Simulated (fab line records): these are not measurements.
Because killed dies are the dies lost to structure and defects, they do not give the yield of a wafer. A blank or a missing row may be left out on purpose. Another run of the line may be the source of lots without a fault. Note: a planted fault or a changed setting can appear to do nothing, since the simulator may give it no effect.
Struck lot and sound lot, side by side ; flow ritCmos ; 15 out of 202 route steps
Sound: the wafers L954.2, L954.3, L954.5. Struck: wafer L970.5 (left out: L970.3, L970.6 of the same lot, which were not struck); the cause appears at the end.
Per side, at each step with rows, come the tool, then ch with its chambers, and then its first start. Under that, the readings that differ: sound wafers ; struck wafers ; difference of the means ; sigmas: that difference in standard deviations of wafers without a fault.
alike: readings whose means differ by less than 2 such deviations, and words and numbers that are the same on both sides. not compared: withheld readings, readings that some wafer has no value for, bounds like >300 that may hide the same value, and numbers for which the record gives no deviation and whose values overlap.
The two part at a step that has a row with sigmas, a row that says differs or no value, or rows on one side only. Numbers that don't overlap but have no deviation are shown without sigmas and don't part them. A reading missing from all wafers of one side parts the sides only when that side holds two or more wafers.

RIT_GATE_THK_MEAS_07:
  struck on filmMetro-01, day 6 14:37; sound on filmMetro-03, day 3 09:05
  alike: GATE_OXIDE_THK
then, 1 step without rows for these wafers: RIT_GATE_CVD_08 (deposits poly-Si from SiH4, target thk 250 nm, time 2220 s).
RIT_GATE_THK_MEAS_09:
  struck on filmMetro-04, day 6 18:53; sound on filmMetro-03, day 3 10:46
  alike: GATE_POLY_THK
then, 6 steps without rows for these wafers: RIT_GATE_HMDS_10 (prime time 60 s); RIT_GATE_COAT_11 (resist thk 850 nm); RIT_GATE_SOFTBAKE_12 (time 60 s); RIT_GATE_EXPOSE_13 (exposes mask M6, target cd 150 nm); RIT_GATE_PEB_14; RIT_GATE_DEVELOP_15 (develop time 50 s).
RIT_GATE_CD_MEAS_16: target cd 150 nm.
  struck on cdSem-01, day 6 19:57; sound on cdSem-02, day 3 11:41
  alike: cdNm
RIT_GATE_OVL_MEAS_17:
  struck on overlay-02, day 6 20:02; sound on overlay-02, day 3 11:47
  alike: GATE_OVL
then, 1 step without rows for these wafers: RIT_GATE_HARDBAKE_18 (time 60 s).
RIT_GATE_ETCH_19: etches poly-Si in SF6/CHF3/O2, stops on SiO2, time 165 s, target depth 312.5 nm.
  sound on rieSi-02 ch 0,1,2, day 3 11:58; struck on rieSi-02 ch 3, day 6 20:13
reading;sound;struck;difference;sigmas
rfFwdPowerW (W);159.3 159.2 158.9;134.4;-24.7;-52
model.NOVOLAK_of_GATE_COAT_11.thkNm (nm);671.9 672.1 665.9;682.4;+12.4;
  alike: drypumpMotorCurrentA, heBacksideLeakSccm, oesProductAu, throttleValvePct
  not compared: rfHoursCounterH
RIT_GATE_STRIP_20: strips in O2, time 180 s.
  sound on plasmaAsher-03 ch 0,1, day 3 12:04; struck on plasmaAsher-04 ch 1, day 6 20:23
  alike: drypumpMotorCurrentA
  not compared: rfHoursCounterH
RIT_M1_PROBE_99:
  struck on prober-01, day 7 18:07; sound on prober-01, day 4 08:41
reading;sound;struck;difference;sigmas
model.etest.polyCombOverSteps.leakLog10AUm;-12.63 -12.81 -12.69;-8.246;+4.464;
  alike: killedAtContacts, killedAtFrontEnd, killedDies, killedOpen, killedShort
  not compared: model.etest.antennaPoly.vtShiftV

== WHERE THEY PART ==
Only at RIT_GATE_ETCH_19, within this record. Later steps at which nothing parts them and some readings are alike: RIT_GATE_STRIP_20, RIT_M1_PROBE_99.

WHY: what had been put in by the simulator
rieSi-02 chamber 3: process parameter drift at RIT_GATE_ETCH_19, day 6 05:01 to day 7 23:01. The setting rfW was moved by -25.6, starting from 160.
